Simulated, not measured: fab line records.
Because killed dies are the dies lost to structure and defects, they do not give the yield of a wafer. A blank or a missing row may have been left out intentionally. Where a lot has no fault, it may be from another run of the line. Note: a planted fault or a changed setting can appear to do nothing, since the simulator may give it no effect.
Struck lot and sound lot, side by side    flow rit-cmos    42 steps out of a route of 202
Sound: the wafers L503.3, L503.5, L503.6. Wafers struck: L510.1, L510.2, L510.4. At the end, the cause is stated.
Per side, at each step with rows, come the tool, then ch with its chambers, and then its first start. Under that, the readings that differ: sound wafers    struck wafers    difference of the means    sigmas: that difference in standard deviations of wafers without a fault.
alike: readings whose means differ by less than 2 such deviations, and words and numbers that are the same on both sides. not compared: withheld readings, readings that some wafer has no value for, bounds like >300 that may hide the same value, and numbers for which the record gives no deviation and whose values overlap.
Wherever a step has rows on one side only, a row that says differs or no value, or a row with sigmas, the two part there. When numbers do not overlap yet have no deviation, they are printed without sigmas and do not part them. Lack of a reading on every wafer of one side parts them only where that side has two or more wafers.

RIT_ACTIVE_BOW_MEAS_00:
  sound: film-metro-03 at day 3 07:02; struck: film-metro-03 at day 4 18:00
  alike: INCOMING_BOW
then, 1 step without rows for these wafers: RIT_ACTIVE_OXIDATION_01 (target thk 46.8 nm, ox time 3360 s).
RIT_ACTIVE_THK_MEAS_02:
  sound: film-metro-02 at day 3 09:04; struck: film-metro-03 at day 4 20:03
  alike: ACTIVE_OXIDE_THK
then, 1 step without rows for these wafers: RIT_ACTIVE_CVD_03 (deposits Si3N4 from SiH2Cl2/NH3, target thk 150 nm, time 1500 s).
RIT_ACTIVE_THK_MEAS_04:
  sound: film-metro-03 at day 3 10:33; struck: film-metro-04 at day 4 21:32
  alike: ACTIVE_NITRIDE_THK
then, 5 steps without rows for these wafers: RIT_ACTIVE_HMDS_05 (prime time 60 s); RIT_ACTIVE_COAT_06 (resist thk 1000 nm); RIT_ACTIVE_SOFTBAKE_07 (time 60 s); RIT_ACTIVE_EXPOSE_08 (exposes mask M1, target cd 1400 nm); RIT_ACTIVE_PEB_09.
RIT_ACTIVE_DEVELOP_10: develop time 50 s.
  sound on litho-track-02 ch 0, day 3 11:00; struck on litho-track-02 ch 0, day 4 22:00
reading               sound              struck             difference  sigmas
developer-temp-C (C)  23.02 23.02 23.12  20.73 20.50 20.62  -2.44       -22
RIT_ACTIVE_CD_MEAS_11: target cd 1400 nm.
  sound: cd-sem-01 at day 3 11:29; struck: cd-sem-02 at day 4 22:26
  alike: cd-nm
then, 1 step without rows for these wafers: RIT_ACTIVE_HARDBAKE_12 (time 60 s).
RIT_ACTIVE_ETCH_13: etches Si3N4 in SF6, stops on SiO2, time 210 s, target depth 210 nm.
  sound on rie-diel-03 ch 2,3, day 3 11:43; struck on rie-diel-03 ch 0,1,2, day 4 22:44
  alike: drypump-motor-current-A, oes-product-au, throttle-valve-pct
  not compared: rf-hours-counter-h
RIT_ACTIVE_STRIP_14: strips in O2, time 180 s.
  sound on plasma-asher-01 ch 0,1, day 3 11:54; struck on plasma-asher-01 ch 0,1, day 4 22:52
  alike: drypump-motor-current-A
  not compared: rf-hours-counter-h
RIT_ACTIVE_CD_MEAS_90: target cd 1400 nm.
  sound: cd-sem-02 at day 3 12:04; struck: cd-sem-02 at day 4 23:02
  alike: cd-nm
then, 4 steps without rows for these wafers: RIT_ACTIVE_CLEAN_15 (cleans in SC1, time 600 s); RIT_ACTIVE_CLEAN_16 (cleans in dHF, time 30 s); RIT_ACTIVE_CLEAN_17 (cleans in SC2, time 600 s); RIT_FOX1_OXIDATION_00 (target thk 350.7 nm, ox time 1130 s).
RIT_FOX1_THK_MEAS_01:
  sound: film-metro-04 at day 3 14:01; struck: film-metro-02 at day 5 00:50
  alike: FOX1_OXIDE_THK
then, 2 steps without rows for these wafers: RIT_FOX1_WET_ETCH_02 (etches SiO2 in BOE, target depth 350 nm, time 390 s); RIT_FOX2_OXIDATION_00 (target thk 350.7 nm, ox time 1130 s).
RIT_FOX2_THK_MEAS_01:
  sound: film-metro-01 at day 3 16:24; struck: film-metro-01 at day 5 02:22
  alike: FOX2_OXIDE_THK
then, 2 steps without rows for these wafers: RIT_FOX2_CLEAN_02 (cleans in dHF, time 180 s); RIT_FOX2_WET_ETCH_03 (etches Si3N4 in H3PO4, target depth 195 nm, time 2700 s).
RIT_FOX2_THK_MEAS_90:
  sound: film-metro-01 at day 3 17:17; struck: film-metro-01 at day 5 03:19
  alike: FIELD_OXIDE_LEFT_1_THK
then, 6 steps without rows for these wafers: RIT_NWELL_HMDS_00 (prime time 60 s); RIT_NWELL_COAT_01 (resist thk 1300 nm); RIT_NWELL_SOFTBAKE_02 (time 60 s); RIT_NWELL_EXPOSE_03 (exposes mask M2, target cd 43900 nm); RIT_NWELL_PEB_04; RIT_NWELL_DEVELOP_05 (develop time 68 s).
RIT_NWELL_OVL_MEAS_06:
  sound: overlay-01 at day 3 18:20; struck: overlay-01 at day 5 04:15
  alike: NWELL_OVL
then, 2 steps without rows for these wafers: RIT_NWELL_HARDBAKE_07 (time 120 s); RIT_NWELL_IMPLANT_08.
RIT_NWELL_STRIP_09: strips in O2, time 180 s.
  sound on plasma-asher-01 ch 0,1, day 3 18:54; struck on plasma-asher-04 ch 0,1, day 5 04:41
  alike: drypump-motor-current-A
  not compared: rf-hours-counter-h
RIT_NWELL_TW_MEAS_10:
  sound: film-metro-04 at day 3 19:02; struck: film-metro-04 at day 5 04:52
  alike: NWELL_TW
then, 2 steps without rows for these wafers: RIT_PWELL_HMDS_00 (prime time 60 s); RIT_PWELL_COAT_01 (resist thk 1300 nm).
RIT_GATE_ETCH_19: etches poly-Si in SF6/CHF3/O2, stops on SiO2, time 165 s, target depth 312.5 nm.
  sound on rie-si-02 ch 1,2, day 4 10:55; struck on rie-si-01 ch 0,2,3, day 5 20:48
  alike: drypump-motor-current-A, oes-product-au, throttle-valve-pct
  not compared: rf-hours-counter-h, model.GATE.cd-nm
RIT_M1_PROBE_99:
  sound: prober-01 at day 5 07:20; struck: prober-01 at day 6 16:25
reading                             sound              struck             difference  sigmas
model.etest.npoly-line.line-ohm-um  166.2 164.1 163.2  174.3 175 174.1    +10.0       
model.etest.ppoly-line.line-ohm-um  161.5 156.6 155.2  169.8 168.4 169.8  +11.6       
  alike: killed-at-front-end, killed-dies, killed-open, killed-short
  not compared: model.etest.pmos_0p15.r-on-ohm-um, model.etest.pmos-turned.r-on-ohm-um, model.etest.nmos_0p15.drive-ua-um, model.etest.pmos_0p15.drive-ua-um, model.etest.ppoly-line.width-nm, model.etest.npoly-line.width-nm

== WHERE THEY PART ==
At RIT_ACTIVE_DEVELOP_10 and nowhere else, as far as this record goes. Later steps at which nothing parts them and some readings are alike: RIT_ACTIVE_CD_MEAS_11, RIT_ACTIVE_ETCH_13, RIT_ACTIVE_STRIP_14, RIT_ACTIVE_CD_MEAS_90, RIT_FOX1_THK_MEAS_01, RIT_FOX2_THK_MEAS_01, RIT_FOX2_THK_MEAS_90, RIT_NWELL_OVL_MEAS_06, RIT_NWELL_STRIP_09, RIT_NWELL_TW_MEAS_10, RIT_GATE_ETCH_19, RIT_M1_PROBE_99.

WHY: what had been put in by the simulator
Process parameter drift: litho-track-02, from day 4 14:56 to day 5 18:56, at RIT_ACTIVE_DEVELOP_10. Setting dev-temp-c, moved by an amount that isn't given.
